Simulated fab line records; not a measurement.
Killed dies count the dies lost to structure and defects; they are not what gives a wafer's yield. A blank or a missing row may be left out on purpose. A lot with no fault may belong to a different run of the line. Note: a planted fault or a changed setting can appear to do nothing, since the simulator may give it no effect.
fab line records ; flow ritCmos
[record] lots = 14; wafers = 42; lastDay = 7
route steps=202 shown PSD@149 SDANNEAL@156 M1@186
lots that met no fault: taken from a fault-free run of the same line
startH: hours from the record's first day to the start of the lot's first wafer shown ; waitH: how many hours have passed since the lot's step before this one ; " same as the row above ; L1.1+2: several wafers, shown together as one row ; - either no value or no given start ; * or withheld: withheld ; < > ~ a bound
route shown NAME@n: a module of which the file shows steps, and the number in the route of the first ; usual: mean and standard deviation over wafers with no fault ; same: alike in all rows ; chamber/n: place in a boat ; sites: each site's reading ; _std_site: how widely they spread, as a standard deviation ; _edge_site: outer sites' mean less inner sites' ; radiusMm: how far each site lies from the wafer's centre ; mask NAME#n: copy n ; behind: the most recent tool/chamber to have shaped the wafer ; hold: the reason the lot was held/the length of the hold in hours/how it ended ; device: which transistor (n, p or np) failed to switch ; end of line: tests of these same wafers at the route's end ; a step without rows: its recipe alone ; killed: dies lost to structure and defects at the first sort, not the wafer's yield ; map: dies across one wafer; x = killed, . = not, _ = none there
set.NAME: the setting the step ran with; set.NAME@STEP: the setting that earlier step ran with ; model.NAME: the simulator's own value behind a step, which no gauge read
a sample of lots followed through the steps of the route, with each step as a table and each wafer as a row
[[steps]]
[step RIT_PSD_HARDBAKE_07]
[recipe] resist = NOVOLAK; tempC = 140; timeS = 60
[usual] heaterPowerTotalW = 62.55/0.049; plateTempC = 140.01/0.13
lot.wafer;tool;chamber;startH;waitH;heaterPowerTotalW;plateTempC
L165.1;lithoTrack-01;0;59.47;0.0;62.51;140.20
L165.4;lithoTrack-01;0;59.47;0.0;62.55;140.06
L165.5;lithoTrack-01;0;59.47;0.0;62.56;140.02
L166.1;lithoTrack-02;0;63.96;0.0;62.64;140.33
L166.2;lithoTrack-02;0;63.96;0.0;62.57;140.06
L166.4;lithoTrack-02;0;63.96;0.0;62.59;139.94
L167.1;lithoTrack-02;0;69.20;0.0;62.59;139.92
L167.2;lithoTrack-02;0;69.20;0.0;62.46;140.27
L167.3;lithoTrack-02;0;69.20;0.0;62.49;140.00
L168.2;lithoTrack-02;0;75.33;0.0;62.63;140.01
L168.3;lithoTrack-02;0;75.33;0.0;62.61;140.01
L168.5;lithoTrack-02;0;75.33;0.0;62.57;140.16
L169.1;lithoTrack-01;0;82.02;0.2;62.60;139.82
L169.3;lithoTrack-01;0;82.02;0.2;62.51;140.02
L169.6;lithoTrack-01;0;82.02;0.2;62.54;139.85
L170.4;lithoTrack-02;0;84.45;0.1;62.50;139.97
L170.5;lithoTrack-02;0;84.45;0.1;62.54;139.97
L170.6;lithoTrack-02;0;84.45;0.1;62.49;139.94
L171.1;lithoTrack-01;0;88.45;0.1;62.49;140.11
L171.4;lithoTrack-01;0;88.45;0.1;62.57;140.09
L171.6;lithoTrack-01;0;88.45;0.1;62.52;139.78
L172.3;lithoTrack-01;0;95.75;0.1;62.56;139.96
L172.5;lithoTrack-01;0;95.75;0.1;62.40;140.10
L172.6;lithoTrack-01;0;95.75;0.1;62.60;140.02
L173.3;lithoTrack-01;0;96.77;0.1;61.19;137.61
L173.5;lithoTrack-01;0;96.77;0.1;61.20;137.49
L173.6;lithoTrack-01;0;96.77;0.1;61.18;137.46
L178.3;lithoTrack-04;0;119.08;0.1;62.61;140.25
L178.5;lithoTrack-04;0;119.08;0.1;62.59;140.17
L178.6;lithoTrack-04;0;119.08;0.1;62.38;140.19
L180.1;lithoTrack-01;0;131.55;0.0;61.13;137.60
L180.2;lithoTrack-01;0;131.55;0.0;61.17;137.57
L180.3;lithoTrack-01;0;131.55;0.0;61.18;137.75
L184.1;lithoTrack-04;0;146.20;0.0;62.53;139.73
L184.4;lithoTrack-04;0;146.20;0.0;62.49;140.00
L184.5;lithoTrack-04;0;146.20;0.0;62.60;140.02
L185.3;lithoTrack-02;0;153.02;0.1;62.54;139.97
L185.4;lithoTrack-02;0;153.02;0.1;62.51;139.98
L185.6;lithoTrack-02;0;153.02;0.1;62.57;140.05
L186.1;lithoTrack-02;0;160.15;0.0;62.52;139.98
L186.5;lithoTrack-02;0;160.15;0.0;62.52;139.78
L186.6;lithoTrack-02;0;160.15;0.0;62.58;139.83
[step RIT_SDANNEAL_RTA_03]
[recipe] tempC = 1050; timeS = 5; idleTempC = 600; rampUpCPerS = 342; rampDownCPerS = 171; coolToC = 600; ambient = N2
[usual] annealTempCMax = 1054.5/0.87; rampUpCPerS = 342.00/0.064; wafer_temp_C_max = 1053.5/1.2
lot.wafer;tool;chamber;startH;waitH;annealTempCMax;rampUpCPerS;wafer_temp_C_max
L165.1;rtpAnneal-01;0;60.72;0.0;1053.8;342.02;1053.9
L165.4;rtpAnneal-01;0;60.72;0.0;1053.2;342.05;1053.8
L165.5;rtpAnneal-01;0;60.72;0.0;1053.9;342.05;1052.5
L166.1;rtpAnneal-02;0;65.04;0.0;1054.3;341.99;1052.2
L166.2;rtpAnneal-02;0;65.04;0.0;1055.2;342.01;1051.8
L166.4;rtpAnneal-02;0;65.04;0.0;1054.9;342.02;1052.4
L167.1;rtpAnneal-01;0;70.14;0.0;1054.0;342.08;1053.9
L167.2;rtpAnneal-01;0;70.14;0.0;1055.3;341.91;1052.8
L167.3;rtpAnneal-01;0;70.14;0.0;1053.4;342.01;1051.7
L168.2;rtpAnneal-02;0;76.21;0.0;1055.1;341.85;1052.7
L168.3;rtpAnneal-02;0;76.21;0.0;1054.5;342.02;1052.7
L168.5;rtpAnneal-02;0;76.21;0.0;1054.0;341.91;1052.5
L169.1;rtpAnneal-01;0;82.92;0.0;1053.6;342.05;1053.6
L169.3;rtpAnneal-01;0;82.92;0.0;1053.6;342.07;1053.1
L169.6;rtpAnneal-01;0;82.92;0.0;1054.2;341.98;1052.9
L170.4;rtpAnneal-02;0;85.30;0.0;1054.7;342.09;1052.2
L170.5;rtpAnneal-02;0;85.30;0.0;1055.3;341.97;1053.2
L170.6;rtpAnneal-02;0;85.30;0.0;1055.2;341.98;1052.3
L171.1;rtpAnneal-01;0;89.35;0.0;1055.8;341.98;1054.0
L171.4;rtpAnneal-01;0;89.35;0.0;1055.5;342.05;1052.8
L171.6;rtpAnneal-01;0;89.35;0.0;1054.1;342.01;1053.5
L172.3;rtpAnneal-02;0;96.62;0.0;1055.1;341.99;1053.1
L172.5;rtpAnneal-02;0;96.62;0.0;1054.7;341.97;1052.8
L172.6;rtpAnneal-02;0;96.62;0.0;1055.2;341.99;1050.7
L173.3;rtpAnneal-01;0;97.64;0.0;1054.2;341.95;1052.2
L173.5;rtpAnneal-01;0;97.64;0.0;1053.5;341.92;1051.8
L173.6;rtpAnneal-01;0;97.64;0.0;1054.1;341.96;1053.0
L178.3;rtpAnneal-02;0;119.96;0.0;1055.4;342.03;1054.4
L178.5;rtpAnneal-02;0;119.96;0.0;1054.4;342.02;1053.0
L178.6;rtpAnneal-02;0;119.96;0.0;1055.2;341.86;1054.6
L180.1;rtpAnneal-02;0;132.49;0.0;1054.1;341.98;1051.9
L180.2;rtpAnneal-02;0;132.49;0.0;1055.5;341.99;1052.5
L180.3;rtpAnneal-02;0;132.49;0.0;1055.6;341.94;1055.3
L184.1;rtpAnneal-02;0;147.10;0.0;1054.0;341.99;1053.1
L184.4;rtpAnneal-02;0;147.10;0.0;1053.3;341.98;1055.1
L184.5;rtpAnneal-02;0;147.10;0.0;1055.1;341.97;1054.8
L185.3;rtpAnneal-01;0;153.92;0.0;1054.3;341.98;1055.5
L185.4;rtpAnneal-01;0;153.92;0.0;1054.2;342.00;1054.1
L185.6;rtpAnneal-01;0;153.92;0.0;1053.7;342.10;1053.1
L186.1;rtpAnneal-02;0;161.05;0.0;1056.4;342.04;1054.9
L186.5;rtpAnneal-02;0;161.05;0.0;1053.6;341.92;1054.3
L186.6;rtpAnneal-02;0;161.05;0.0;1056.9;342.05;1056.3
[step RIT_M1_THK_MEAS_02]
[recipe] thkMeasGauge = xrf; reads = Al_of_M1_SPUTTER_00
[usual] M1_AL_THK = 405/5
lot.wafer;tool;chamber;startH;waitH;M1_AL_THK[nm]
L165.1;filmMetro-01;-;64.62;0.1;404
L165.4;filmMetro-01;-;64.62;0.1;414
L165.5;filmMetro-01;-;64.62;0.1;410
L166.1;filmMetro-01;-;68.79;0.1;410
L166.2;filmMetro-01;-;68.79;0.1;407
L166.4;filmMetro-01;-;68.79;0.1;411
L167.1;filmMetro-01;-;73.84;0.1;411
L167.2;filmMetro-01;-;73.84;0.1;408
L167.3;filmMetro-01;-;73.84;0.1;413
L168.2;filmMetro-01;-;80.13;0.1;411
L168.3;filmMetro-01;-;80.13;0.1;409
L168.5;filmMetro-01;-;80.13;0.1;407
L169.1;filmMetro-02;-;86.74;0.1;401
L169.3;filmMetro-02;-;86.74;0.1;405
L169.6;filmMetro-02;-;86.74;0.1;405
L170.4;filmMetro-01;-;89.42;0.1;405
L170.5;filmMetro-01;-;89.42;0.1;411
L170.6;filmMetro-01;-;89.42;0.1;403
L171.1;filmMetro-02;-;93.21;0.1;407
L171.4;filmMetro-02;-;93.21;0.1;406
L171.6;filmMetro-02;-;93.21;0.1;401
L172.3;filmMetro-02;-;100.31;0.1;396
L172.5;filmMetro-02;-;100.31;0.1;395
L172.6;filmMetro-02;-;100.31;0.1;399
L173.3;filmMetro-01;-;101.38;0.1;407
L173.5;filmMetro-01;-;101.38;0.1;408
L173.6;filmMetro-01;-;101.38;0.1;406
L178.3;filmMetro-02;-;123.76;0.1;407
L178.5;filmMetro-02;-;123.76;0.1;405
L178.6;filmMetro-02;-;123.76;0.1;408
L180.1;filmMetro-01;-;136.26;0.1;410
L180.2;filmMetro-01;-;136.26;0.1;407
L180.3;filmMetro-01;-;136.26;0.1;405
L184.1;filmMetro-02;-;150.84;0.1;399
L184.4;filmMetro-02;-;150.84;0.1;397
L184.5;filmMetro-02;-;150.84;0.1;399
L185.3;filmMetro-01;-;157.87;0.1;403
L185.4;filmMetro-01;-;157.87;0.1;404
L185.6;filmMetro-01;-;157.87;0.1;408
L186.1;filmMetro-01;-;164.92;0.1;404
L186.5;filmMetro-01;-;164.92;0.1;396
L186.6;filmMetro-01;-;164.92;0.1;401
[step RIT_M1_OVL_MEAS_10]
[usual] M1_OVL = -0.1/1.2
lot.wafer;tool;chamber;startH;waitH;M1_OVL[nm]
L165.1;overlay-02;-;65.68;0.1;0.3
L165.4;overlay-02;-;65.68;0.1;0.7
L165.5;overlay-02;-;65.68;0.1;-0.3
L166.1;overlay-01;-;69.85;0.1;1.6
L166.2;overlay-01;-;69.85;0.1;2.2
L166.4;overlay-01;-;69.85;0.1;0.7
L167.1;overlay-02;-;74.90;0.1;-0.1
L167.2;overlay-02;-;74.90;0.1;0.3
L167.3;overlay-02;-;74.90;0.1;-0.5
L168.2;overlay-02;-;81.61;0.1;1.4
L168.3;overlay-02;-;81.61;0.1;0.2
L168.5;overlay-02;-;81.61;0.1;1.7
L169.1;overlay-01;-;87.97;0.1;-1.5
L169.3;overlay-01;-;87.97;0.1;-0.9
L169.6;overlay-01;-;87.97;0.1;0.4
L170.4;overlay-01;-;90.55;0.1;1.9
L170.5;overlay-01;-;90.55;0.1;1.7
L170.6;overlay-01;-;90.55;0.1;1.5
L171.1;overlay-02;-;94.43;0.1;1.0
L171.4;overlay-02;-;94.43;0.1;-0.1
L171.6;overlay-02;-;94.43;0.1;0.4
L172.3;overlay-01;-;101.49;0.1;0.9
L172.5;overlay-01;-;101.49;0.1;-0.3
L172.6;overlay-01;-;101.49;0.1;1.8
L173.3;overlay-01;-;102.49;0.1;-0.4
L173.5;overlay-01;-;102.49;0.1;-1.0
L173.6;overlay-01;-;102.49;0.1;0.3
L178.3;overlay-01;-;124.94;0.1;-4.7
L178.5;overlay-01;-;124.94;0.1;-0.3
L178.6;overlay-01;-;124.94;0.1;-3.6
L180.1;overlay-01;-;137.32;0.1;-1.0
L180.2;overlay-01;-;137.32;0.1;-0.4
L180.3;overlay-01;-;137.32;0.1;-0.9
L184.1;overlay-01;-;151.90;0.1;1.2
L184.4;overlay-01;-;151.90;0.1;-0.3
L184.5;overlay-01;-;151.90;0.1;-0.4
L185.3;overlay-02;-;158.92;0.1;-1.0
L185.4;overlay-02;-;158.92;0.1;-0.9
L185.6;overlay-02;-;158.92;0.1;0.3
L186.1;overlay-02;-;166.54;0.1;0.1
L186.5;overlay-02;-;166.54;0.1;0.1
L186.6;overlay-02;-;166.54;0.1;0.7
[step RIT_M1_PROBE_99]
[usual] killedAtFrontEnd = 7/3.1; killedDies = 7/3.1; killedOpen = 3.3/2; killedShort = 3.5/1.9
[same] grossDies = 264; killed_at_M0_to_M3 = 0; killed_at_M4_up = 0; killedAtBackSide = 0; killedAtContacts = 0; killedAtOther = 0
lot.wafer;tool;chamber;startH;waitH;killedAtFrontEnd;killedDies;killedOpen;killedShort
L178.3;prober-01;-;127.58;0.2;3;3;2;1
L178.5;prober-01;-;127.68;0.2;3;3;1;2
L178.6;prober-01;-;127.73;0.2;6;6;4;2
L184.1;prober-01;-;154.56;0.1;8;8;1;7
L184.4;prober-01;-;154.71;0.2;7;7;4;3
L184.5;prober-01;-;154.76;0.2;10;10;5;5
// killed by level:class
L178.3 SPACER:geometricParticle:open=1 FOX2:geometricParticle:open=1 SILICIDE:geometricParticle:short=1
L178.5 FOX1:geometricParticle:short=1 FOX2:geometricParticle:open=1 FOX2:geometricParticle:short=1
L178.6 GATE:geometricParticle:open=2 FOX1:geometricParticle:short=1 FOX2:geometricParticle:short=1 SPACER:geometricParticle:open=1 STARTING-WAFER:geometricParticle:open=1
L184.1 GATE:geometricParticle:short=3 FOX1:geometricParticle:short=2 SPACER:geometricParticle:short=2 GATE:geometricParticle:open=1
L184.4 FOX1:geometricParticle:short=2 SPACER:geometricParticle:open=2 REOX:geometricParticle:open=1 SILICIDE:geometricParticle:short=1 SILICIDE:geometricParticle:open=1
L184.5 GATE:geometricParticle:open=2 GATE:geometricParticle:short=2 REOX:geometricParticle:open=2 FOX2:geometricParticle:short=1 REOX:geometricParticle:short=1 SPACER:geometricParticle:short=1 SILICIDE:geometricParticle:open=1
[[key]]
[firstSign] step = RIT_PSD_HARDBAKE_07; reading = heaterPowerTotalW; direction = down; sigmas = 28; usual = 62.55; struck = 61.18
[effect] step = RIT_PSD_HARDBAKE_07; reading = plateTempC; direction = down; sigmas = 18; usual = *; struck = *
metAt RIT_PSD_HARDBAKE_07
struckLots L173,L180
testerLeftOut L173,L180
notActingAt RIT_SDANNEAL_RTA_03,RIT_M1_THK_MEAS_02,RIT_M1_OVL_MEAS_10
onsetBetween 95.75 96.77
[fault] kind = processParameterDrift; tool = lithoTrack-01; chamber = -; onsetH = 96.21; steps = RIT_PSD_HARDBAKE_07; channel = tempC; offset = *; shape = step; endH = 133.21; actsIn = *; stated = *
// testerLeftOut: of these lots the tester's yield and bins aren't shown, on N5 and GAA mostly nor the transistor test; their killed dies are dies lost to structure and defects alone, not to doping, threshold or leakage, so they don't give the yield
